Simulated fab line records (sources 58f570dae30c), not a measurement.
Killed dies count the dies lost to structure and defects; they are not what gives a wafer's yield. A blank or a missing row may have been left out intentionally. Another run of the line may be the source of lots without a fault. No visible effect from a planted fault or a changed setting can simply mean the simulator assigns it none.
Check for tools in common | flow berkeley cmos170 | 14 lots and 42 wafers in the sample

WHAT PROMPTED THE OPENING
Of 14 lots, 2 have the reading NWELL_TW flagged at UCB170_NWELL_TW_MEAS_16. No-fault wafers: 1249, standard deviation 17.
Rule: flag the lot when none of its wafers has a number, or when each of its wafers that has one lies beyond 4 standard deviations from that mean. The other lots count as sound.

lot  | measured    | on            | NWELL_TW, wafer by wafer | flag
L116 | day 2 14:32 | film metro-01 | 1263 1262 1260           |
L118 | day 3 01:19 | film metro-02 | 1262 1264 1258           |
L119 | day 3 05:04 | film metro-02 | 1257 1263 1259           |
L120 | day 3 12:23 | film metro-01 | 1262 1264 1256           |
L121 | day 3 12:58 | film metro-03 | 1216 1219 1217           |
L122 | day 3 18:19 | film metro-01 | 1258 1257 1254           |
L125 | day 3 23:19 | film metro-01 | 1264 1257 1262           |
L126 | day 4 12:01 | film metro-01 | 1273 1264 1260           |
L127 | day 4 18:19 | film metro-02 | 1267 1258 1258           |
L129 | day 5 08:47 | film metro-02 | 1265 1264 1262           |
L130 | day 5 12:14 | film metro-02 | 1263 1261 1261           |
L133 | day 5 14:51 | film metro-03 | 386 377 400              | FLAGGED
L131 | day 5 15:12 | film metro-03 | 1241 1231 1233           |
L136 | day 6 13:29 | film metro-02 | 386 390 391              | FLAGGED
On average the flagged lots' numbers are 388, which is -861 against the usual, or -51 standard deviations.

LOT BY LOT: THE TOOL USED
The record holds 1 process step before the reading, out of a route of 331 steps. Cell contents, in order: the tool; ch with the chambers the sampled wafers went through; the start.
lot  | flag    | UCB170_NWELL_DEVELOP_11
L116 |         | litho track-03 ch 0, day 2 14:00
L118 |         | litho track-04 ch 0, day 3 00:00
L119 |         | litho track-01 ch 0, day 3 04:00
L120 |         | litho track-04 ch 0, day 3 11:00
L121 |         | litho track-01 ch 0, day 3 12:00
L122 |         | litho track-03 ch 0, day 3 17:00
L125 |         | litho track-03 ch 0, day 3 22:00
L126 |         | litho track-04 ch 0, day 4 11:00
L127 |         | litho track-04 ch 0, day 4 17:00
L129 |         | litho track-03 ch 0, day 5 08:00
L130 |         | litho track-03 ch 0, day 5 11:00
L133 | FLAGGED | litho track-03 ch 0, day 5 14:00
L131 |         | litho track-01 ch 0, day 5 14:00
L136 | FLAGGED | litho track-03 ch 0, day 6 12:00
What these steps do:
- UCB170_NWELL_DEVELOP_11: develop time 45 s.
- UCB170_NWELL_TW_MEAS_16

FLAGGED AGAINST TOTAL, ONE TOOL AT A TIME (gauges that did the reading follow at the end)
step                    | tool           | lots run | flagged | share of the flagged lots | sound lots run after its first flagged lot
UCB170_NWELL_DEVELOP_11 | litho track-01 | 3        | 0       | none                      | -
UCB170_NWELL_DEVELOP_11 | litho track-03 | 7        | 2       | all                       | 0
UCB170_NWELL_DEVELOP_11 | litho track-04 | 4        | 0       | none                      | -
UCB170_NWELL_TW_MEAS_16 | film metro-01  | 5        | 0       | none                      | -
UCB170_NWELL_TW_MEAS_16 | film metro-02  | 6        | 1       | some                      | 0
UCB170_NWELL_TW_MEAS_16 | film metro-03  | 3        | 1       | some                      | 1 (L131)

WHAT THE TABLE PERMITS
Rows of the table that ran each flagged lot: 1, that is litho track-03 at UCB170_NWELL_DEVELOP_11.
- litho track-03 at UCB170_NWELL_DEVELOP_11 ran 7 lots, 2 of them flagged. Last sound lot L130 at day 5 11:00, first flagged lot L133 at day 5 14:00; a fault beginning in between fits.
Just one tool remains: litho track-03 at UCB170_NWELL_DEVELOP_11.

WHAT HAD BEEN PUT IN BY THE SIMULATOR
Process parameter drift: litho track-03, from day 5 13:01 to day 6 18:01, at UCB170_NWELL_DEVELOP_11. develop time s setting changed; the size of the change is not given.
Shown lots that were struck: L133, L136. The rule above found the same.
